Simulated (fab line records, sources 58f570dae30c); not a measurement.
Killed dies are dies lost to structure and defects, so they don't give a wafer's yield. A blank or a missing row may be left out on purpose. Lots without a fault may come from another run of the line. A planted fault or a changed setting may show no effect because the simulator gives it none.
Split-lot experiment | flow berkeley_cmos170 | 5 lots, 27 wafers read, on a route of 331 steps

THE SPLIT
At UCB170_START_OXIDATION_02 (target thk 20 nm, ox time 1800 s), the setting ox_time_s was moved away from the recipe's 1800 s on 18 of the 27 wafers read, by -39.0% to +41.6%. The other wafers ran this setting at the recipe's value.

The file shows no step between the split and the reading.

THE READING
START_OXIDE_THK, in nm, at UCB170_START_THK_MEAS_03. Fault-free wafers of this fab line usually give 20.0 nm, standard deviation 0.32 nm.

wafer  | tool, chamber at the split | ox_time_s as run, s | against the recipe | START_OXIDE_THK, nm | against lot-mates on the recipe
L075.2 | furnace-02, 0              | 1800                | recipe             | 20.3                | -
L075.4 | furnace-02, 0              | 1800                | recipe             | 20.2                | -
L075.6 | furnace-02, 0              | 1800                | recipe             | 20.0                | -
L081.1 | -, -                       | 1800                | recipe             | 20.4                | -
L081.2 | -, -                       | 1800                | recipe             | 20.3                | -
L081.3 | -, -                       | 1800                | recipe             | 20.3                | -
L081.4 | -, -                       | 1800                | recipe             | 20.5                | -
L081.5 | -, -                       | 1800                | recipe             | 20.2                | -
L081.6 | -, -                       | 1800                | recipe             | 20.3                | -
L083.1 | -, -                       | 2548                | +41.6%             | 25.2                | no lot-mate on the recipe
L083.2 | -, -                       | 2548                | +41.6%             | 25.4                | no lot-mate on the recipe
L083.3 | -, -                       | 2548                | +41.6%             | 25.5                | no lot-mate on the recipe
L083.4 | -, -                       | 2548                | +41.6%             | 25.5                | no lot-mate on the recipe
L083.5 | -, -                       | 2548                | +41.6%             | 25.6                | no lot-mate on the recipe
L083.6 | -, -                       | 2548                | +41.6%             | 25.7                | no lot-mate on the recipe
L084.1 | -, -                       | 2112                | +17.3%             | 22.4                | no lot-mate on the recipe
L084.2 | -, -                       | 2112                | +17.3%             | 22.4                | no lot-mate on the recipe
L084.3 | -, -                       | 2112                | +17.3%             | 22.6                | no lot-mate on the recipe
L084.4 | -, -                       | 2112                | +17.3%             | 22.4                | no lot-mate on the recipe
L084.5 | -, -                       | 2112                | +17.3%             | 22.4                | no lot-mate on the recipe
L084.6 | -, -                       | 2112                | +17.3%             | 22.2                | no lot-mate on the recipe
L085.1 | -, -                       | 1098                | -39.0%             | 14.2                | no lot-mate on the recipe
L085.2 | -, -                       | 1098                | -39.0%             | 14.3                | no lot-mate on the recipe
L085.3 | -, -                       | 1098                | -39.0%             | 14.4                | no lot-mate on the recipe
L085.4 | -, -                       | 1098                | -39.0%             | 14.3                | no lot-mate on the recipe
L085.5 | -, -                       | 1098                | -39.0%             | 14.1                | no lot-mate on the recipe
L085.6 | -, -                       | 1098                | -39.0%             | 14.3                | no lot-mate on the recipe

THE FIT
A straight line over all 27 wafers: START_OXIDE_THK changes by +0.139 nm for each +1% of ox_time_s; r = +1.00; the points scatter about the line by 0.3 nm.
Too few moved wafers have a lot-mate on the recipe to fit a line with each lot's own level taken away.

THE WHOLE CHAIN: every reading that the file lists as answering this split, in the file's order
step                      | what it does                     | reading                                                                            | change (the file's fit)               | r (the file's)
UCB170_START_OXIDATION_02 | target thk 20 nm, ox time 1800 s | SiO2_of_START_OXIDATION_02.thk_nm (the simulator's own value, which no gauge read) | +0.139 nm for each +1% of the setting | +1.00
UCB170_START_THK_MEAS_03  |                                  | START_OXIDE_THK                                                                    | +0.139 for each +1% of the setting    | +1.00

THE FILE'S OWN FIT
START_OXIDE_THK changes by +0.139 nm for each +1% of ox_time_s, r = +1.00.
